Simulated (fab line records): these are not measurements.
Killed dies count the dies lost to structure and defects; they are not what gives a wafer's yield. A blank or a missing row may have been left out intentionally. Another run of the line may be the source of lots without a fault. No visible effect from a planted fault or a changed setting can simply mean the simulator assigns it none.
fab line records + flow rit_cmos
record
- lots=7
- wafers=21
- last_day=7
route steps=202 shown NRETRO@60 PRETRO@64 M1@202
lots that met no fault: taken from a fault-free run of the same line
start_h: the number of hours between the record's first day and the start of the first shown wafer of the lot + wait_h: hours since the lot's step before + " repeats the value in the row above + L1.1+2: one row covering several wafers at once + - no value, or no start given + * or withheld: withheld + < > ~ a bound
route shown NAME@n: names a module that has steps shown in the file, with the first one's number in the route + usual: mean/standard deviation taken from wafers without a fault + same: alike in all rows + chamber/n: place in a boat + sites: per-site readings + _std_site: their standard deviation + _edge_site: mean of outer sites minus mean of inner sites + radius_mm: how far each site lies from the wafer's centre + mask NAME#n: copy n + behind: tool/chamber where the wafer was last shaped + hold: the reason the lot was held/the length of the hold in hours/how it ended + device: whichever transistor did not switch (one of n, p or np) + end of line: the route-end tests of the same wafers + a step with no rows: only its recipe + killed: dies lost to structure and defects at the first sort, not the wafer's yield + map: the dies of a wafer, with x for killed, . for not killed, _ for no die there
set.NAME: the setting that was run; set.NAME@STEP: the one run at that earlier step + model.NAME: the simulator's own value behind a step, which no gauge read
lots at selected steps of the route; one table per step, one row per wafer
services: when a tool's chamber went out of use (start_h, in hours from the record's first day, below 0 if earlier), for how many hours, and the reason
## steps
# step RIT_NRETRO_HARDBAKE_07
# recipe
- resist=NOVOLAK
- temp_c=140
- time_s=120
# step RIT_NRETRO_IMPLANT_08
# recipe
- species=P
- energy_kev=70
- dose_cm2=1e+13
- tilt_deg=7
# step RIT_NRETRO_STRIP_09
# recipe
- chemistry=O2
- time_s=180
- resist=NOVOLAK
- platen_temp_c=withheld
- power_w=500
- pressure_mtorr=4000
- o2_flow_sccm=4000
# usual
- chamber_pressure_mTorr=4000/3.8
- drypump_motor_current_A=5.8/0.39
- rf_refl_power_W=7.0/0.59
| lot.wafer | tool            | chamber | start_h | wait_h | chamber_pressure_mTorr | drypump_motor_current_A | rf_hours_counter_h | rf_refl_power_W |
|-----------|-----------------|---------|---------|--------|------------------------|-------------------------|--------------------|-----------------|
| L416.1    | plasma_asher-02 | 1       | 30.84   | 0.1    | 4002                   | 6.0                     | 39                 | 7.9             |
| L416.2    | "               | 0       | "       | "      | 3999                   | 6.2                     | 39                 | 6.8             |
| L416.3    | "               | 0       | "       | "      | 4002                   | 6.2                     | -                  | 6.7             |
| L420.1    | plasma_asher-02 | 0       | 50.16   | 0.1    | 4001                   | 6.2                     | 41                 | 6.6             |
| L420.2    | "               | 1       | "       | "      | 3999                   | 6.0                     | 41                 | 7.9             |
| L420.3    | "               | 0       | "       | "      | 3998                   | 6.2                     | -                  | 6.7             |
| L421.1    | plasma_asher-04 | 0       | 56.38   | 0.2    | 4004                   | 5.2                     | 25                 | 6.6             |
| L421.3    | "               | 0       | "       | "      | 4002                   | 5.2                     | -                  | 6.2             |
| L421.6    | "               | 0       | "       | "      | 4002                   | 5.2                     | -                  | 6.4             |
| L425.1    | plasma_asher-04 | 0       | 74.47   | 0.1    | 3995                   | 5.2                     | 27                 | 6.6             |
| L425.3    | "               | 1       | "       | "      | 3992                   | 5.9                     | -                  | 6.5             |
| L425.4    | "               | 0       | "       | "      | 3999                   | 5.2                     | -                  | 6.4             |
| L427.2    | plasma_asher-04 | 1       | 84.52   | 0.1    | 4006                   | 5.9                     | 28                 | 7.0             |
| L427.3    | "               | 1       | "       | "      | 4004                   | 5.9                     | -                  | 6.9             |
| L427.4    | "               | 0       | "       | "      | 3998                   | 5.2                     | -                  | 6.7             |
| L430.1    | plasma_asher-02 | 0       | 100.16  | 0.1    | 3998                   | 6.2                     | 46                 | 6.9             |
| L430.4    | "               | 1       | "       | "      | 4000                   | 6.0                     | -                  | 8.1             |
| L430.5    | "               | 0       | "       | "      | 3995                   | 6.2                     | -                  | 6.5             |
| L438.1    | plasma_asher-04 | 1       | 140.15  | 0.1    | 4005                   | 5.9                     | 34                 | 6.9             |
| L438.2    | "               | 0       | "       | "      | 3993                   | 5.2                     | 34                 | 6.4             |
| L438.6    | "               | 0       | "       | "      | 3999                   | 5.2                     | -                  | 6.6             |
# step RIT_NRETRO_TW_MEAS_10
# usual
- NRETRO_TW=1051/6.9
| lot.wafer | tool          | chamber | start_h | wait_h | NRETRO_TW |
|-----------|---------------|---------|---------|--------|-----------|
| L416.1    | film_metro-01 | -       | 31.02   | 0.1    | 1044      |
| L416.2    | "             | -       | "       | "      | 1042      |
| L416.3    | "             | -       | "       | "      | 1042      |
| L420.1    | film_metro-03 | -       | 50.33   | 0.1    | 1058      |
| L420.2    | "             | -       | "       | "      | 1056      |
| L420.3    | "             | -       | "       | "      | 1052      |
| L421.1    | film_metro-03 | -       | 56.55   | 0.1    | 1055      |
| L421.3    | "             | -       | "       | "      | 1061      |
| L421.6    | "             | -       | "       | "      | 1060      |
| L425.1    | film_metro-01 | -       | 74.64   | 0.1    | 1045      |
| L425.3    | "             | -       | "       | "      | 1038      |
| L425.4    | "             | -       | "       | "      | 1045      |
| L427.2    | film_metro-03 | -       | 84.70   | 0.1    | 1051      |
| L427.3    | "             | -       | "       | "      | 1051      |
| L427.4    | "             | -       | "       | "      | 1044      |
| L430.1    | film_metro-02 | -       | 100.34  | 0.1    | 1058      |
| L430.4    | "             | -       | "       | "      | 1063      |
| L430.5    | "             | -       | "       | "      | 1061      |
| L438.1    | film_metro-01 | -       | 140.33  | 0.1    | 1049      |
| L438.2    | "             | -       | "       | "      | 1053      |
| L438.6    | "             | -       | "       | "      | 1042      |
# step RIT_PRETRO_HMDS_00
# recipe
- prime_time_s=60
- prime_temp_c=140
# step RIT_PRETRO_COAT_01
# recipe
- resist=NOVOLAK
- spin_rpm=2000
- resist_thk_nm=1300
# step RIT_PRETRO_SOFTBAKE_02
# recipe
- resist=NOVOLAK
- temp_c=90
- time_s=60
# step RIT_PRETRO_EXPOSE_03
# recipe
- mask_id=M5
- na=0.57
- target_cd_nm=43700
- dose_mj=250
# step RIT_PRETRO_PEB_04
# recipe
- resist=NOVOLAK
- temp_c=withheld
- time_s=withheld
# step RIT_PRETRO_DEVELOP_05
# recipe
- resist=NOVOLAK
- develop_time_s=68
- dev_temp_c=23
# step RIT_PRETRO_OVL_MEAS_06
# usual
- PRETRO_OVL=1.0/1.3
| lot.wafer | tool       | chamber | start_h | wait_h | PRETRO_OVL[nm] |
|-----------|------------|---------|---------|--------|----------------|
| L416.1    | overlay-02 | -       | 31.96   | -      | -0.3           |
| L416.2    | "          | -       | "       | "      | 0.1            |
| L416.3    | "          | -       | "       | "      | 0.7            |
| L420.1    | overlay-01 | -       | 51.27   | -      | 0.4            |
| L420.2    | "          | -       | "       | "      | 3.9            |
| L420.3    | "          | -       | "       | "      | 0.0            |
| L421.1    | overlay-01 | -       | 57.62   | -      | 1.9            |
| L421.3    | "          | -       | "       | "      | 1.4            |
| L421.6    | "          | -       | "       | "      | 1.2            |
| L425.1    | overlay-02 | -       | 75.69   | -      | 0.3            |
| L425.3    | "          | -       | "       | "      | 0.3            |
| L425.4    | "          | -       | "       | "      | 1.1            |
| L427.2    | overlay-02 | -       | 85.64   | -      | 1.0            |
| L427.3    | "          | -       | "       | "      | 1.7            |
| L427.4    | "          | -       | "       | "      | 1.4            |
| L430.1    | overlay-02 | -       | 101.40  | -      | 0.6            |
| L430.4    | "          | -       | "       | "      | -0.6           |
| L430.5    | "          | -       | "       | "      | 1.0            |
| L438.1    | overlay-01 | -       | 141.27  | -      | 0.0            |
| L438.2    | "          | -       | "       | "      | 0.3            |
| L438.6    | "          | -       | "       | "      | 0.8            |
# step RIT_PRETRO_HARDBAKE_07
# recipe
- resist=NOVOLAK
- temp_c=140.9
- time_s=120
# step RIT_PRETRO_IMPLANT_08
# recipe
- species=B
- energy_kev=45
- dose_cm2=1.2e+13
- tilt_deg=7
# usual
- beam_energy_keV=44.996/0.014
| lot.wafer | tool         | chamber | start_h | wait_h | beam_energy_keV | model.implant.rp_nm | model.implant.drp_nm |
|-----------|--------------|---------|---------|--------|-----------------|---------------------|----------------------|
| L416.1    | implanter-02 | 0       | 32.25   | 0.2    | 45.000          | 149.4               | 55.07                |
| L416.2    | "            | 0       | "       | "      | 44.986          | 149.4               | 55.07                |
| L416.3    | "            | 0       | "       | "      | 44.980          | 149.4               | 55.07                |
| L420.1    | implanter-02 | 0       | 51.63   | 0.2    | 39.762          | 131.8               | 51.14                |
| L420.2    | "            | 0       | "       | "      | 39.790          | 131.8               | 51.14                |
| L420.3    | "            | 0       | "       | "      | 39.789          | 131.8               | 51.14                |
| L421.1    | implanter-02 | 0       | 57.90   | 0.2    | 39.756          | 128.7               | 51.14                |
| L421.3    | "            | 0       | "       | "      | 39.745          | 128.7               | 51.14                |
| L421.6    | "            | 0       | "       | "      | 39.759          | 128.7               | 51.14                |
| L425.1    | implanter-02 | 0       | 75.97   | 0.2    | 39.762          | 128.3               | 51.14                |
| L425.3    | "            | 0       | "       | "      | 39.773          | 128.3               | 51.14                |
| L425.4    | "            | 0       | "       | "      | 39.770          | 128.3               | 51.14                |
| L427.2    | implanter-01 | 0       | 85.94   | 0.2    | 45.017          | 145                 | 55.07                |
| L427.3    | "            | 0       | "       | "      | 45.000          | 145                 | 55.07                |
| L427.4    | "            | 0       | "       | "      | 45.013          | 145                 | 55.07                |
| L430.1    | implanter-03 | 0       | 101.69  | 0.2    | 44.991          | 145.9               | 55.07                |
| L430.4    | "            | 0       | "       | "      | 44.980          | 145.9               | 55.07                |
| L430.5    | "            | 0       | "       | "      | 44.983          | 145.9               | 55.07                |
| L438.1    | implanter-01 | 0       | 141.55  | 0.2    | 44.990          | 148.2               | 55.07                |
| L438.2    | "            | 0       | "       | "      | 44.976          | 148.2               | 55.07                |
| L438.6    | "            | 0       | "       | "      | 44.991          | 148.2               | 55.07                |
# step RIT_PRETRO_STRIP_09
# recipe
- chemistry=O2
- time_s=180
- resist=NOVOLAK
- platen_temp_c=withheld
- power_w=500
- pressure_mtorr=4000
- o2_flow_sccm=4000
# usual
- chamber_pressure_mTorr=4000/3.6
- drypump_motor_current_A=5.8/0.47
- rf_refl_power_W=7.8/0.97
| lot.wafer | tool            | chamber | start_h | wait_h | chamber_pressure_mTorr | drypump_motor_current_A | rf_hours_counter_h | rf_refl_power_W |
|-----------|-----------------|---------|---------|--------|------------------------|-------------------------|--------------------|-----------------|
| L416.1    | plasma_asher-03 | 0       | 32.40   | 0.1    | 4003                   | 6.4                     | 37                 | 7.7             |
| L416.2    | "               | 1       | "       | "      | 3995                   | 5.7                     | 37                 | 7.5             |
| L416.3    | "               | 0       | "       | "      | 3993                   | 6.4                     | -                  | 7.5             |
| L420.1    | plasma_asher-01 | 0       | 51.78   | 0.1    | 3998                   | 5.0                     | 45                 | 9.8             |
| L420.2    | "               | 1       | "       | "      | 3998                   | 5.5                     | 45                 | 7.5             |
| L420.3    | "               | 1       | "       | "      | 4007                   | 5.5                     | -                  | 7.5             |
| L421.1    | plasma_asher-03 | 1       | 58.05   | 0.1    | 4000                   | 5.7                     | 40                 | 7.3             |
| L421.3    | "               | 0       | "       | "      | 3998                   | 6.5                     | -                  | 7.6             |
| L421.6    | "               | 0       | "       | "      | 3993                   | 6.5                     | -                  | 7.7             |
| L425.1    | plasma_asher-01 | 0       | 76.12   | 0.1    | 3995                   | 5.0                     | 47                 | 9.7             |
| L425.3    | "               | 0       | "       | "      | 4003                   | 5.0                     | -                  | 9.8             |
| L425.4    | "               | 1       | "       | "      | 4000                   | 5.5                     | -                  | 7.4             |
| L427.2    | plasma_asher-01 | 0       | 86.07   | 0.1    | 3999                   | 5.0                     | 48                 | 10.2            |
| L427.3    | "               | 0       | "       | "      | 3997                   | 5.0                     | -                  | 9.6             |
| L427.4    | "               | 1       | "       | "      | 4002                   | 5.5                     | -                  | 7.5             |
| L430.1    | plasma_asher-02 | 1       | 101.84  | 0.1    | 3994                   | 6.0                     | 46                 | 8.3             |
| L430.4    | "               | 1       | "       | "      | 4007                   | 6.0                     | -                  | 7.8             |
| L430.5    | "               | 1       | "       | "      | 3998                   | 6.0                     | -                  | 8.3             |
| L438.1    | plasma_asher-01 | 1       | 141.70  | 0.1    | 4003                   | 5.5                     | 3                  | 7.5             |
| L438.2    | "               | 0       | "       | "      | 4002                   | 5.0                     | 3                  | 9.9             |
| L438.6    | "               | 1       | "       | "      | 3994                   | 5.5                     | -                  | 7.3             |
# step RIT_M1_PROBE_99
# usual
- killed_at_contacts=0.1/0.23
- killed_at_front_end=7.3/2.9
- killed_dies=7.3/3
- killed_open=3.6/1.8
- killed_short=3.7/2.1
# same
- gross_dies=264
- killed_at_M0_to_M3=0
- killed_at_M4_up=0
- killed_at_back_side=0
- killed_at_other=0
| lot.wafer | tool      | chamber | start_h | wait_h | killed_at_contacts | killed_at_front_end | killed_dies | killed_open | killed_short | model.etest.nmos_0p3.r_on_ohm_um | model.etest.nmos_narrow.drive_ua_um | model.etest.nmos_0p3.drive_ua_um | model.etest.nmos_0p3.off_log10_a_um | model.etest.gate_end_array.leak_log10_a_um | model.etest.diode_nplus_pwell.bv_v | model.etest.cap_n_gate.c_min_ff_um2 | model.etest.nmos_0p15.vt_sat_v |
|-----------|-----------|---------|---------|--------|--------------------|---------------------|-------------|-------------|--------------|----------------------------------|-------------------------------------|----------------------------------|-------------------------------------|--------------------------------------------|------------------------------------|-------------------------------------|--------------------------------|
| L416.1    | prober-02 | -       | 59.56   | 0.1    | 0                  | 10                  | 10          | 2           | 8            | 2087                             | 243.2                               | 241.1                            | -12.92                              | -12.76                                     | 6.004                              | 2.37                                | 0.2675                         |
| L416.2    | prober-02 | -       | 59.61   | 0.1    | 0                  | 11                  | 11          | 7           | 4            | 2070                             | 237.3                               | 237.2                            | -12.9                               | -12.79                                     | 6.029                              | 2.354                               | 0.2703                         |
| L416.3    | prober-02 | -       | 59.66   | 0.2    | 0                  | 5                   | 5           | 2           | 3            | 2075                             | 236.7                               | 233.9                            | -13.02                              | -12.88                                     | 5.993                              | 2.344                               | 0.265                          |
| L420.1    | prober-02 | -       | 77.14   | 0.1    | 0                  | 11                  | 11          | 4           | 6            | 2152                             | 225.7                               | 218.2                            | -13.03                              | -12.8                                      | 6.032                              | 2.411                               | 0.2955                         |
| L420.2    | prober-02 | -       | 77.19   | 0.1    | 0                  | 12                  | 12          | 4           | 8            | 2130                             | 233.3                               | 227.1                            | -13.22                              | -13.06                                     | 5.993                              | 2.412                               | 0.3004                         |
| L420.3    | prober-02 | -       | 77.24   | 0.2    | 0                  | 5                   | 5           | 2           | 3            | 2199                             | 227.1                               | 220.4                            | -13.22                              | -12.98                                     | 6.017                              | 2.406                               | 0.3042                         |
| L421.1    | prober-01 | -       | 84.25   | 0.1    | 0                  | 8                   | 8           | 5           | 3            | 2241                             | 215.7                               | 212.8                            | -13.18                              | -12.93                                     | 5.993                              | 2.434                               | 0.3271                         |
| L421.3    | prober-01 | -       | 84.35   | 0.2    | 0                  | 13                  | 13          | 4           | 9            | 2280                             | 220                                 | 216.9                            | -13.19                              | -12.91                                     | 5.973                              | 2.439                               | 0.3191                         |
| L421.6    | prober-01 | -       | 84.50   | 0.2    | 0                  | 9                   | 9           | 5           | 4            | 2257                             | 219.3                               | 215.8                            | -13.18                              | -13                                        | 5.957                              | 2.45                                | 0.3383                         |
| L425.1    | prober-01 | -       | 102.12  | 0.1    | 0                  | 11                  | 11          | 8           | 3            | 2278                             | 212.8                               | 211.5                            | -13.23                              | -13.11                                     | 5.953                              | 2.462                               | 0.3453                         |
| L425.3    | prober-01 | -       | 102.22  | 0.2    | 0                  | 6                   | 6           | 3           | 3            | 2240                             | 212.2                               | 212.4                            | -13                                 | -12.76                                     | 5.974                              | 2.443                               | 0.3432                         |
| L425.4    | prober-01 | -       | 102.27  | 0.2    | 0                  | 6                   | 6           | 4           | 2            | 2263                             | 210.7                               | 208.3                            | -13.2                               | -12.96                                     | 5.988                              | 2.441                               | 0.3536                         |
| L427.2    | prober-01 | -       | 113.84  | 0.1    | 0                  | 7                   | 7           | 4           | 3            | 2121                             | 236.1                               | 228.3                            | -13.07                              | -12.91                                     | 5.965                              | 2.382                               | 0.3013                         |
| L427.3    | prober-01 | -       | 113.89  | 0.2    | 0                  | 6                   | 6           | 3           | 3            | 2105                             | 238.1                               | 232.6                            | -13.08                              | -12.88                                     | 5.906                              | 2.398                               | 0.2936                         |
| L427.4    | prober-01 | -       | 113.94  | 0.2    | 0                  | 1                   | 1           | 1           | 0            | 2120                             | 230.5                               | 225.9                            | -13.23                              | -12.95                                     | 5.954                              | 2.376                               | 0.3075                         |
| L430.1    | prober-02 | -       | 128.12  | 0.1    | 0                  | 2                   | 2           | 2           | 0            | 2209                             | 223.6                               | 223.2                            | -13                                 | -12.87                                     | 6.005                              | 2.364                               | 0.309                          |
| L430.4    | prober-02 | -       | 128.27  | 0.2    | 0                  | 14                  | 14          | 7           | 7            | 2123                             | 227.3                               | 225.9                            | -13.12                              | -12.93                                     | 6.034                              | 2.372                               | 0.3151                         |
| L430.5    | prober-02 | -       | 128.32  | 0.2    | 0                  | 11                  | 11          | 5           | 6            | 2190                             | 224.7                               | 221.2                            | -13.2                               | -12.99                                     | 6                                  | 2.358                               | 0.3166                         |
| L438.1    | prober-02 | -       | 168.63  | 0.1    | 0                  | 7                   | 7           | 4           | 3            | 2170                             | 227.7                               | 226.4                            | -13.24                              | -12.99                                     | 5.851                              | 2.384                               | 0.3045                         |
| L438.2    | prober-02 | -       | 168.68  | 0.1    | 1                  | 5                   | 6           | 1           | 4            | 2145                             | 232.9                               | 233.4                            | -12.9                               | -12.69                                     | 5.875                              | 2.408                               | 0.2934                         |
| L438.6    | prober-02 | -       | 168.88  | 0.2    | 0                  | 8                   | 8           | 4           | 4            | 2158                             | 232.4                               | 232.6                            | -13                                 | -12.8                                      | 5.888                              | 2.384                               | 0.2859                         |
# killed by level:class
L416.1 GATE:geometric_particle:short=5 GATE:geometric_particle:open=1 SILICIDE:geometric_particle:short=1 REOX:geometric_particle:short=1 SPACER:geometric_particle:short=1 SPACER:geometric_particle:open=1
L416.2 GATE:geometric_particle:open=3 GATE:geometric_particle:short=2 REOX:geometric_particle:open=2 FOX2:geometric_particle:open=1 REOX:geometric_particle:short=1 SPACER:geometric_particle:short=1 SILICIDE:geometric_particle:open=1
L416.3 FOX1:geometric_particle:open=1 GATE:geometric_particle:short=1 REOX:geometric_particle:open=1 REOX:geometric_particle:short=1 SPACER:geometric_particle:short=1
L420.1 GATE:geometric_particle:short=3 SPACER:geometric_particle:open=2 FOX2:geometric_particle:short=1 GATE:geometric_particle:open=1 REOX:geometric_particle:open=1 REOX:geometric_particle:short=1 SPACER:geometric_particle:short=1 PWELL:coat_microbubble_printed=1
L420.2 GATE:geometric_particle:short=3 GATE:geometric_particle:open=3 FOX2:geometric_particle:short=2 SPACER:geometric_particle:short=2 FOX2:geometric_particle:open=1 REOX:geometric_particle:short=1
L420.3 GATE:geometric_particle:short=2 FOX1:geometric_particle:open=1 SPACER:geometric_particle:short=1 SILICIDE:geometric_particle:open=1
L421.1 REOX:geometric_particle:short=3 FOX1:geometric_particle:open=2 GATE:geometric_particle:open=2 REOX:geometric_particle:open=1
L421.3 GATE:geometric_particle:short=5 FOX1:geometric_particle:short=2 GATE:geometric_particle:open=2 SILICIDE:geometric_particle:short=2 SPACER:geometric_particle:open=1 SILICIDE:geometric_particle:open=1
L421.6 REOX:geometric_particle:short=3 SPACER:geometric_particle:open=2 FOX1:geometric_particle:short=1 FOX1:geometric_particle:open=1 GATE:geometric_particle:open=1 SILICIDE:geometric_particle:open=1
L425.1 FOX1:geometric_particle:open=2 GATE:geometric_particle:open=2 REOX:geometric_particle:open=2 FOX2:geometric_particle:short=1 GATE:geometric_particle:short=1 REOX:geometric_particle:short=1 SPACER:geometric_particle:open=1 SILICIDE:geometric_particle:open=1
L425.3 GATE:geometric_particle:open=2 GATE:geometric_particle:short=2 REOX:geometric_particle:short=1 SILICIDE:geometric_particle:open=1
L425.4 GATE:geometric_particle:open=2 FOX1:geometric_particle:open=1 GATE:geometric_particle:short=1 REOX:geometric_particle:short=1 SPACER:geometric_particle:open=1
L427.2 FOX2:geometric_particle:short=2 REOX:geometric_particle:open=2 FOX2:geometric_particle:open=1 SPACER:geometric_particle:short=1 SILICIDE:geometric_particle:open=1
L427.3 FOX1:geometric_particle:short=1 FOX2:geometric_particle:open=1 GATE:geometric_particle:short=1 REOX:geometric_particle:open=1 SPACER:geometric_particle:short=1 SPACER:geometric_particle:open=1
L427.4 FOX2:geometric_particle:open=1
L430.1 GATE:geometric_particle:open=2
L430.4 GATE:geometric_particle:short=4 FOX1:geometric_particle:open=3 FOX2:geometric_particle:open=2 GATE:geometric_particle:open=2 SILICIDE:geometric_particle:short=2 FOX2:geometric_particle:short=1
L430.5 FOX2:geometric_particle:short=4 FOX1:geometric_particle:open=2 GATE:geometric_particle:open=1 GATE:geometric_particle:short=1 SPACER:geometric_particle:open=1 SPACER:geometric_particle:short=1 SILICIDE:geometric_particle:open=1
L438.1 SILICIDE:geometric_particle:short=2 FOX1:geometric_particle:open=1 FOX2:geometric_particle:open=1 GATE:geometric_particle:open=1 GATE:geometric_particle:short=1 SPACER:geometric_particle:open=1
L438.2 GATE:geometric_particle:short=2 FOX1:geometric_particle:open=1 FOX1:geometric_particle:short=1 SPACER:geometric_particle:short=1 CONTACT:coat_microbubble_printed=1
L438.6 GATE:geometric_particle:open=4 GATE:geometric_particle:short=3 FOX1:geometric_particle:short=1
## services
| tool            | chamber | start_h | hours | kind       |
|-----------------|---------|---------|-------|------------|
| implanter-01    | -       | 27.57   | 4.9   | pm         |
| plasma_asher-04 | -       | 29.74   | 2.5   | repair     |
| implanter-03    | -       | 34.26   | 3.4   | repair     |
| implanter-02    | -       | 60.80   | 3.9   | pm         |
| implanter-01    | -       | 77.97   | 2.8   | repair     |
| plasma_asher-01 | -       | 108.75  | 9.0   | pm         |
| plasma_asher-01 | 0       | 108.75  | 9.0   | vent_cycle |
| plasma_asher-01 | 1       | 108.75  | 9.0   | vent_cycle |
| plasma_asher-01 | 0       | 117.75  | -     | clean      |
| plasma_asher-01 | 1       | 117.75  | -     | clean      |
| plasma_asher-03 | -       | 127.60  | 15.7  | repair     |
| implanter-02    | -       | 128.49  | 0.6   | repair     |
## key
first_sign
- step=RIT_PRETRO_IMPLANT_08
- reading=beam_energy_keV
- direction=down
- sigmas=99+
- usual=44.996
- struck=39.767
effect none on later readings
model_effect
- step=RIT_PRETRO_IMPLANT_08
- value=implant.rp_nm
- without=145.7
- struck=129.6
model_effect
- step=RIT_M1_PROBE_99
- value=etest.nmos_0p3.r_on_ohm_um
- without=2152
- struck=2227
met_at RIT_PRETRO_IMPLANT_08
struck_wafers L420.1,L420.2,L420.3,L421.1,L421.3,L421.6,L425.1,L425.3,L425.4
tester_left_out L420,L421,L425
onset_between 32.25 51.63
fault
- kind=process_parameter_drift
- tool=implanter-02
- chamber=-
- onset_h=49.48
- steps=RIT_PRETRO_IMPLANT_08
- channel=energy_kev
- offset=-5.228
- shape=step
- end_h=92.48
- acts_in=these_recipes_only
- stated=45
# tester_left_out: of these lots the tester's yield and bins aren't shown, on N5 and GAA mostly nor the transistor test; their killed dies are dies lost to structure and defects alone, not to doping, threshold or leakage, so they don't give the yield
